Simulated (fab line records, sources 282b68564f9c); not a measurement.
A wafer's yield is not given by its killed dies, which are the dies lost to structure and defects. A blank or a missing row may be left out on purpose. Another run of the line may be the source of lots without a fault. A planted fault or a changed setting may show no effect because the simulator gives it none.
Shared-tool check | flow rit_cmos | 42 wafers sampled across 14 lots

## WHY THIS WAS OPENED
At RIT_PRETRO_TW_MEAS_10 the reading PRETRO_TW is flagged on 2 of 14 lots. No-fault wafers: 475, standard deviation 4.9.
Rule: a lot is flagged in two cases, either no wafer of it has a number, or all its wafers with numbers fall more than 4 standard deviations from that mean. The other lots count as sound.

lot  | measured    | on            | PRETRO_TW, wafer by wafer | flag
L908 | day 2 07:45 | film_metro-03 | 480 480 479               |
L909 | day 2 13:52 | film_metro-02 | 471 468 468               |
L910 | day 2 23:04 | film_metro-04 | 473 474 473               |
L911 | day 3 05:28 | film_metro-03 | 476 478 477               |
L912 | day 3 09:55 | film_metro-02 | 471 467 470               |
L913 | day 3 10:17 | film_metro-03 | 479 479 480               |
L914 | day 3 15:29 | film_metro-04 | 475 476 474               |
L916 | day 4 00:29 | film_metro-04 | 470 467 469               |
L921 | day 5 00:39 | film_metro-03 | 522 518 523               | FLAGGED
L922 | day 5 06:32 | film_metro-02 | 510 509 510               | FLAGGED
L926 | day 6 01:29 | film_metro-03 | 478 478 478               |
L927 | day 6 07:41 | film_metro-03 | 477 478 481               |
L928 | day 6 11:13 | film_metro-04 | 474 477 477               |
L930 | day 6 21:11 | film_metro-03 | 479 479 479               |
On average the flagged lots' numbers are 515, which is +40 against the usual, or +8 standard deviations.

## TOOL THAT RAN EACH LOT
Before the reading, the record contains 2 process steps out of a 202-step route. Each cell gives the tool, then ch followed by the chambers the sampled wafers passed through, then the start.
lot  | flag    | RIT_NRETRO_STRIP_09                 | RIT_PRETRO_IMPLANT_08
L908 |         | plasma_asher-02 ch 0,1, day 2 05:48 | implanter-01 ch 0, day 2 07:28
L909 |         | plasma_asher-01 ch 0,1, day 2 12:08 | implanter-01 ch 0, day 2 13:32
L910 |         | plasma_asher-04 ch 0,1, day 2 21:20 | implanter-03 ch 0, day 2 22:46
L911 |         | plasma_asher-02 ch 0,1, day 3 03:44 | implanter-03 ch 0, day 3 05:08
L912 |         | plasma_asher-02 ch 0,1, day 3 08:11 | implanter-01 ch 0, day 3 09:37
L913 |         | plasma_asher-04 ch 0,1, day 3 08:25 | implanter-02 ch 0, day 3 09:58
L914 |         | plasma_asher-04 ch 0,1, day 3 13:48 | implanter-02 ch 0, day 3 15:11
L916 |         | plasma_asher-02 ch 0,1, day 3 22:46 | implanter-02 ch 0, day 4 00:10
L921 | FLAGGED | plasma_asher-02 ch 0,1, day 4 22:50 | implanter-03 ch 0, day 5 00:22
L922 | FLAGGED | plasma_asher-02 ch 0,1, day 5 04:48 | implanter-03 ch 0, day 5 06:14
L926 |         | plasma_asher-01 ch 1, day 5 23:37   | implanter-02 ch 0, day 6 01:09
L927 |         | plasma_asher-04 ch 0,1, day 6 05:50 | implanter-02 ch 0, day 6 07:22
L928 |         | plasma_asher-01 ch 0,1, day 6 09:28 | implanter-02 ch 0, day 6 10:54
L930 |         | plasma_asher-01 ch 0,1, day 6 19:28 | implanter-02 ch 0, day 6 20:52
What these steps do:
- RIT_NRETRO_STRIP_09: strips in O2, time 180 s.
- RIT_PRETRO_IMPLANT_08
- RIT_PRETRO_TW_MEAS_10

## FLAGGED AGAINST TOTAL, ONE TOOL AT A TIME (gauges that did the reading follow at the end)
step                  | tool            | lots run | flagged | share of the flagged lots | sound lots run after its first flagged lot
RIT_NRETRO_STRIP_09   | plasma_asher-01 | 4        | 0       | none                      | -
RIT_NRETRO_STRIP_09   | plasma_asher-02 | 6        | 2       | all                       | 0
RIT_NRETRO_STRIP_09   | plasma_asher-04 | 4        | 0       | none                      | -
RIT_PRETRO_IMPLANT_08 | implanter-01    | 3        | 0       | none                      | -
RIT_PRETRO_IMPLANT_08 | implanter-02    | 7        | 0       | none                      | -
RIT_PRETRO_IMPLANT_08 | implanter-03    | 4        | 2       | all                       | 0
RIT_PRETRO_TW_MEAS_10 | film_metro-02   | 3        | 1       | some                      | 0
RIT_PRETRO_TW_MEAS_10 | film_metro-03   | 7        | 1       | some                      | 3 (L926,L927,L930)
RIT_PRETRO_TW_MEAS_10 | film_metro-04   | 4        | 0       | none                      | -

## WHAT THE TABLE PERMITS
Every flagged lot went through 2 rows of the table: plasma_asher-02 at RIT_NRETRO_STRIP_09 and implanter-03 at RIT_PRETRO_IMPLANT_08.
- plasma_asher-02 at RIT_NRETRO_STRIP_09: 2 of its 6 lots flagged. It ran its last sound lot, L916, at day 3 22:46 and its first flagged lot, L921, at day 4 22:50: a fault with its onset between the two fits.
- implanter-03 at RIT_PRETRO_IMPLANT_08: 2 of its 4 lots flagged. It ran its last sound lot, L911, at day 3 05:08 and its first flagged lot, L921, at day 5 00:22: a fault with its onset between the two fits. Its own readings lie more than 4 standard deviations out on every wafer of the flagged lots: dose_ions_cm2, faraday_current_uA.
A lot count leaves these 2 tools indistinguishable: every one of them fits a fault beginning at some hour. More lots, or a look at what each step does to the wafer, might.

## WHAT THE SIMULATOR HAD PUT IN
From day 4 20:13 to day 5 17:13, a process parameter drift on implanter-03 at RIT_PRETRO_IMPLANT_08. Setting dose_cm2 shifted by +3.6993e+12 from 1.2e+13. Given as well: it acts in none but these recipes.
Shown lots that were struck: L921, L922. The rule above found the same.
